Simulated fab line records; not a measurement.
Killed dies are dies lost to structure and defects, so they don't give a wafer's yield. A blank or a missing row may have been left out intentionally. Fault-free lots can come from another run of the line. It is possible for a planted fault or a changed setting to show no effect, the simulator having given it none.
Split-lot experiment | flow berkeley_cmos170 | 5 lots, 23 wafers read, on a route of 331 steps

THE SPLIT
At UCB170_NWELL_ETCH_13 (etches Si3N4 in CH3F/Ar/O2, stops on SiO2, target depth 246.4 nm, time 154 s), the setting time_s was moved away from the recipe's 154 s on 8 of the 23 wafers read, by -4.9% to +5.5%. The other wafers ran this setting at the recipe's value.

Reading taken at the split's own step.

THE READING
KrF_of_NWELL_COAT_07.thk_nm (the simulator's own value, which no gauge read), in nm, at UCB170_NWELL_ETCH_13 (etches Si3N4 in CH3F/Ar/O2, stops on SiO2, target depth 246.4 nm, time 154 s). The file does not state a usual value for it. Average 718.8 nm, standard deviation 4.8 nm, over the 15 wafers here run with the recipe.

wafer  | tool, chamber at the split | time_s as run, s | against the recipe | KrF_of_NWELL_COAT_07.thk_nm, nm | against lot-mates on the recipe
L078.1 | rie_diel-02, 3             | 146.5            | -4.9%              | 721.6                           | +7.7
L078.2 | rie_diel-02, 0             | 146.5            | -4.9%              | 726.5                           | +12.6
L078.4 | rie_diel-02, 2             | 154              | recipe             | 715.8                           | -
L078.5 | rie_diel-02, 2             | 154              | recipe             | 715.5                           | -
L078.6 | rie_diel-02, 1             | 154              | recipe             | 710.4                           | -
L079.1 | rie_diel-04, 2             | 146.9            | -4.6%              | 719.9                           | +7.3
L079.2 | rie_diel-04, 3             | 146.9            | -4.6%              | 723.7                           | +11.1
L079.3 | rie_diel-04, 1             | 154              | recipe             | 711                             | -
L079.5 | rie_diel-04, 3             | 154              | recipe             | 714.2                           | -
L079.6 | rie_diel-04, 2             | 146.9            | -4.6%              | 721.4                           | +8.8
L081.1 | rie_diel-04, 1             | 154              | recipe             | 720.1                           | -
L081.2 | rie_diel-04, 3             | 154              | recipe             | 718.2                           | -
L081.6 | rie_diel-04, 2             | 154              | recipe             | 717                             | -
L084.1 | rie_diel-01, 1             | 162.5            | +5.5%              | 716                             | -9.0
L084.2 | rie_diel-01, 2             | 162.5            | +5.5%              | 716.9                           | -8.1
L084.4 | rie_diel-01, 2             | 154              | recipe             | 727.4                           | -
L084.5 | rie_diel-01, 3             | 154              | recipe             | 722.6                           | -
L084.6 | rie_diel-01, 1             | 162.5            | +5.5%              | 714                             | -11.0
L085.1 | rie_diel-01, 0             | 154              | recipe             | 722.8                           | -
L085.2 | rie_diel-01, 2             | 154              | recipe             | 724.4                           | -
L085.4 | rie_diel-01, 3             | 154              | recipe             | 724.1                           | -
L085.5 | rie_diel-01, 0             | 154              | recipe             | 721.5                           | -
L085.6 | rie_diel-01, 1             | 154              | recipe             | 717.4                           | -

THE FIT
A straight line over all 23 wafers: KrF_of_NWELL_COAT_07.thk_nm changes by -0.699 nm for each +1% of time_s; r = -0.45; the points scatter about the line by 4.3 nm.
The same after taking each lot's own level away (the mean of its wafers on the recipe; 23 wafers): -1.86 nm for each +1%; r = -0.94; scatter 2.2 nm.
Per that fit: largest time_s move, reading shift of 10 nm.
From 712.60 to 725.00 nm: that is the span of the lots' own levels, equal to 2.6 times the standard deviation above.
So the lot-to-lot level blurs the effect unless lot-mates are compared.
Check: with one of the wafers moved furthest among these (+5.5%) left out of the fit, the line predicts -10.3 nm for it against its lot-mates. It came out at -9 nm against them.
Tool readings at the split's step, against how far the setting was moved: oes_product_au r = +0.56.

FURTHER SPLITS ON THESE WAFERS
These wafers also went through other splits before the reading. Each is held against what the fit with the lots' levels taken away leaves over:
other split on the same wafers | wafers away from the commonest value | r with KrF_of_NWELL_COAT_07.thk_nm (lot level and that fit taken away)
UCB170_NWELL_CVD_04 time_s     | 18                                   | +0.05

THE WHOLE CHAIN: every reading that the file lists as answering this split, in the file's order
step                  | what it does                                                                 | reading                                                                      | change (the file's fit)              | r (the file's)
UCB170_NWELL_ETCH_13  | etches Si3N4 in CH3F/Ar/O2, stops on SiO2, target depth 246.4 nm, time 154 s | KrF_of_NWELL_COAT_07.thk_nm (the simulator's own value, which no gauge read) | -1.89 nm for each +1% of the setting | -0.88
UCB170_NWELL_STRIP_15 | strips in O2                                                                 | strip_time_to_endpoint_s                                                     | withheld for each +1% of the setting | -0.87

FILE'S OWN FIT
KrF_of_NWELL_COAT_07.thk_nm changes by -1.89 nm for each +1% of time_s, r = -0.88.
